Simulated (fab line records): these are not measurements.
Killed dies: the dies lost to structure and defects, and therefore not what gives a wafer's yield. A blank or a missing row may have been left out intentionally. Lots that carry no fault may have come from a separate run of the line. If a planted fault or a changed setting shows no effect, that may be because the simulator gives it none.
Which of the tools did it? | flow berkeleyCmos170 | 13 lots, 39 wafers sampled, at 4 steps of a route of 331

## WHAT THE GAUGES READ, wafer by wafer
UCB170_ACTIVE_THK_MEAS_06.
lot  | measured    | on           | ACTIVE_NITRIDE_THK (nm)
L977 | day 5 02:32 | filmMetro-04 | 222.8 220.9 220.8
L979 | day 5 09:44 | filmMetro-03 | 223.0 223.1 222.7
L978 | day 5 09:46 | filmMetro-01 | 220.1 218.8 219.8
L980 | day 5 14:18 | filmMetro-04 | 220.0 222.8 221.8
L981 | day 5 14:19 | filmMetro-01 | 221.1 221.1 220.2
L982 | day 5 22:40 | filmMetro-04 | 217.8 218.4 219.9
L984 | day 6 14:12 | filmMetro-01 | 222.3 223.2 223.7
L985 | day 6 14:13 | filmMetro-04 | 220.7 221.3 221.8
L986 | day 7 00:35 | filmMetro-01 | 222.5 223.0 223.8
L991 | day 7 23:55 | filmMetro-01 | 223.7 225.1 222.3
L996 | day 9 07:31 | filmMetro-01 | 221.3 221.8 219.4
L997 | day 9 07:31 | filmMetro-03 | 223.2 222.2 222.2
L999 | day 9 14:34 | filmMetro-01 | 218.1 217.3 216.5

UCB170_SDANNEAL_RS_MEAS_02: measurement is done with a four-point probe.
lot  | measured     | on           | PSD_RS (ohm/sq)
L977 | day 8 08:07  | filmMetro-01 | 75.95 76.09 75.79
L979 | day 8 18:29  | filmMetro-04 | 75.65 75.70 75.91
L978 | day 8 19:16  | filmMetro-01 | 75.74 75.91 75.91
L980 | day 8 18:19  | filmMetro-03 | 75.23 75.58 75.75
L981 | day 8 18:59  | filmMetro-04 | 75.91 75.69 75.83
L982 | day 8 21:23  | filmMetro-04 | 75.90 75.74 75.83
L984 | day 9 17:19  | filmMetro-01 | 75.68 75.77 75.65
L985 | day 9 17:52  | filmMetro-01 | 75.81 75.61 75.45
L986 | day 10 02:46 | filmMetro-04 | 76.03 75.63 75.78
L991 | day 11 07:35 | filmMetro-04 | 76.16 75.91 75.96
L996 | day 12 12:14 | filmMetro-04 | 76.45 76.35 76.44
L997 | day 12 12:55 | filmMetro-04 | 75.36 75.01 75.61
L999 | day 13 00:43 | filmMetro-04 | 75.17 75.48 75.45

## EACH LOT AND THE TOOL THAT RAN IT (in order: tool; ch and the chambers of the sampled wafers; start)
lot  | UCB170_SPACER_CVD_00           | UCB170_PSD_IMPLANT_08
L977 | pecvd-04 ch 0,2, day 7 17:07   | implanter-01 ch 0, day 8 02:17
L979 | pecvd-04 ch 0,1,2, day 8 04:25 | implanter-01 ch 0, day 8 10:50
L978 | pecvd-02 ch 1,2, day 8 05:27   | implanter-03 ch 0, day 8 11:04
L980 | pecvd-03 ch 1,2, day 8 04:41   | implanter-03 ch 0, day 8 10:35
L981 | pecvd-04 ch 0,1, day 8 06:08   | implanter-03 ch 0, day 8 13:10
L982 | pecvd-03 ch 0,1,2, day 8 11:57 | implanter-03 ch 0, day 8 18:09
L984 | pecvd-04 ch 0,2, day 9 01:26   | implanter-01 ch 0, day 9 09:37
L985 | pecvd-02 ch 1,2, day 9 02:02   | implanter-04 ch 0, day 9 09:53
L986 | pecvd-02 ch 0,1, day 9 16:52   | implanter-03 ch 0, day 9 23:19
L991 | pecvd-04 ch 0,1, day 10 18:49  | implanter-03 ch 0, day 11 03:37
L996 | pecvd-04 ch 1,2, day 12 01:28  | implanter-03 ch 0, day 12 09:16
L997 | pecvd-03 ch 1,2, day 12 01:54  | implanter-04 ch 0, day 12 09:55
L999 | pecvd-02 ch 0,1, day 12 11:22  | implanter-01 ch 0, day 12 21:16
- UCB170_SPACER_CVD_00: deposits SiO2 from TEOS/O2, target thk 376 nm, time 47 s.
- UCB170_PSD_IMPLANT_08

## AS READ BY THE TOOLS THEMSELVES (means over the sampled wafers that have a number; for cases with no such wafer, the mark the record gives instead)
UCB170_SPACER_CVD_00.
lot  | tool     | heaterPowerW (W) | susceptorTempC (C)
L977 | pecvd-04 | 229              | 389.59
L979 | pecvd-04 | 254              | 390.25
L978 | pecvd-02 | 321              | 390.04
L980 | pecvd-03 | 236              | 390.00
L981 | pecvd-04 | 251              | 390.18
L982 | pecvd-03 | 199              | 389.95
L984 | pecvd-04 | 271              | 390.09
L985 | pecvd-02 | 343              | 389.87
L986 | pecvd-02 | 330              | 389.72
L991 | pecvd-04 | 288              | 389.70
L996 | pecvd-04 | 246              | 389.87
L997 | pecvd-03 | 200              | 389.95
L999 | pecvd-02 | 321              | 389.90

## THE ANSWER, worked out from the rows above alone
Rule: what is usual is taken from the lots themselves. Put in order of their means at a reading, lots are off if they are a third of the lots or fewer, leave a main group of 4 or more, and stand apart from it by a gap of 3 or more times the standard deviation of the main group's means; of several such gaps the widest counts. The tables above print the reading to a certain number of digits; a main group whose means all agree to those digits is not used. Also off: a lot with no number at a reading for which 4 or more lots have one. The other lots that the step has rows for count as sound. After the gauges, taken in route order, come the tools' own readings; for these a lot's mean is taken, as printed above. The first step at which some lot is off is used, and at that step the reading that is off furthest; a lot without a number counts as furthest.
Nothing can be told from this: no lot is off at any reading shown.

## WHAT HAD BEEN PUT IN BY THE SIMULATOR
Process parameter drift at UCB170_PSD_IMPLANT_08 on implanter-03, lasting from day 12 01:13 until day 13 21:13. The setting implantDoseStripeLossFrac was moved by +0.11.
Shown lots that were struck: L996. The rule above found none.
